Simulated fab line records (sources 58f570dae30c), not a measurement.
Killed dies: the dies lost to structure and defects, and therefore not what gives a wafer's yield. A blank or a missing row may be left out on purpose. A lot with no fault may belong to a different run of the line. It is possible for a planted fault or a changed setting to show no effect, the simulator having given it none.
One fault seen from 2 desks -- flow berkeley-cmos170 -- each desk holds nothing but its own numbers, with what lay behind them at the end

## FOR THE TOOL OWNER'S DESK: rie-metal-04
The tool's own readings at UCB170_M2_METAL_ETCH_18 (etches Al in Cl2/BCl3, stops on SiO2, target depth 1170 nm, time 195 s): means of the sampled wafers that have a number, for each lot that ran on this tool. If a lot's mean is further than 4 standard deviations from the usual mean, the lot is out of limits and carries the mark OUT (the distance appears in the brackets).
Columns: A = drypump-motor-current-A at UCB170_M2_METAL_ETCH_18, usual 5.2 A; B = he-backside-leak-sccm at UCB170_M2_METAL_ETCH_18, usual 3.35 sccm; C = oes-product-au at UCB170_M2_METAL_ETCH_18, usual 0.849 a.u.; D = run-length-s at UCB170_M2_METAL_ETCH_18, usual 223.0 s; E = throttle-valve-pct at UCB170_M2_METAL_ETCH_18, usual 24.48 %
lot,first seen here,A,B,C,D,E
L639,day 7 15:44,5.2,3.44,0.861,223.3,24.61
L641,day 8 09:44,5.0,3.30,0.860,222.8,24.66
L651,day 10 01:28,5.1,3.37,0.862,222.7,24.65
L650,day 10 04:01,5.0,3.32,1.018 (+12) OUT,138.1 (-99 or more) OUT,24.57
L653,day 10 13:22,5.0,3.31,1.014 (+12) OUT,138.3 (-99 or more) OUT,24.57
Finding of this desk: L650, L653 out of limits; the first was L650 at day 10 04:01, on oes-product-au at UCB170_M2_METAL_ETCH_18. L639, L641, L651 stayed within limits.

## THE METROLOGY DESK
What the gauges read for every lot (on any tool): the sampled wafers with a number, averaged. If a lot's mean is further than 4 standard deviations from the usual mean, the lot is out of limits and carries the mark OUT (the distance appears in the brackets).
Columns: A = FIELD_OXIDE_THK at UCB170_FIELD_THK_MEAS_02, usual 561 nm; B = cd-nm at UCB170_CONTACT_CD_MEAS_15, usual 699.8 nm; C = M2_AL_THK at UCB170_M2_THK_MEAS_03, usual 883 nm; D = cd-nm at UCB170_M2_CD_MEAS_90, usual 699 nm
lot,first seen here,A,B,C,D
L638,day 4 09:34,569,698.8,880,698
L640,day 4 14:36,588,698.8,893,705
L639,day 4 14:37,577,700.1,882,700
L641,day 5 00:35,582,698.8,891,701
L644,day 5 18:29,546,700.5,881,700
L646,day 6 03:10,553,698.5,871,700
L649,day 7 04:27,555,701.2,874,698
L650,day 7 04:27,576,700.4,874,720 (+7.1) OUT
L651,day 7 04:27,560,698.4,899,700
L653,day 7 13:08,551,699.5,890,718 (+6.2) OUT
L656,day 8 11:19,568,699.7,886,696
L660,day 9 11:11,553,700.2,891,697
L659,day 9 11:14,550,699.1,876,699
L661,day 9 13:56,558,700.0,877,694
Finding of this desk: L650, L653 out of limits; the first was L650 at day 10 04:17, on cd-nm at UCB170_M2_CD_MEAS_90. L638, L640, L639, L641, L644, L646, L649, L651, L656, L660, L659, L661 stayed within limits.

## TAKEN TOGETHER
The tool owner's desk could have raised an alarm at day 10 04:01, on L650, L653.
On L650, L653, the metrology desk was in a position to raise an alarm at day 10 04:17.
UCB170_M2_METAL_ETCH_18 was run on rie-metal-04 by each of the lots named.

## WHAT WAS PUT IN BY THE SIMULATOR
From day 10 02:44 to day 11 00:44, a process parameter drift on rie-metal-04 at UCB170_M2_METAL_ETCH_18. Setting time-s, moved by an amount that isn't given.
Lots struck among those shown: L650, L653.
Time in hours from fault onset to the first out-of-limits reading at each desk: tool owner's desk 1, metrology desk 2.
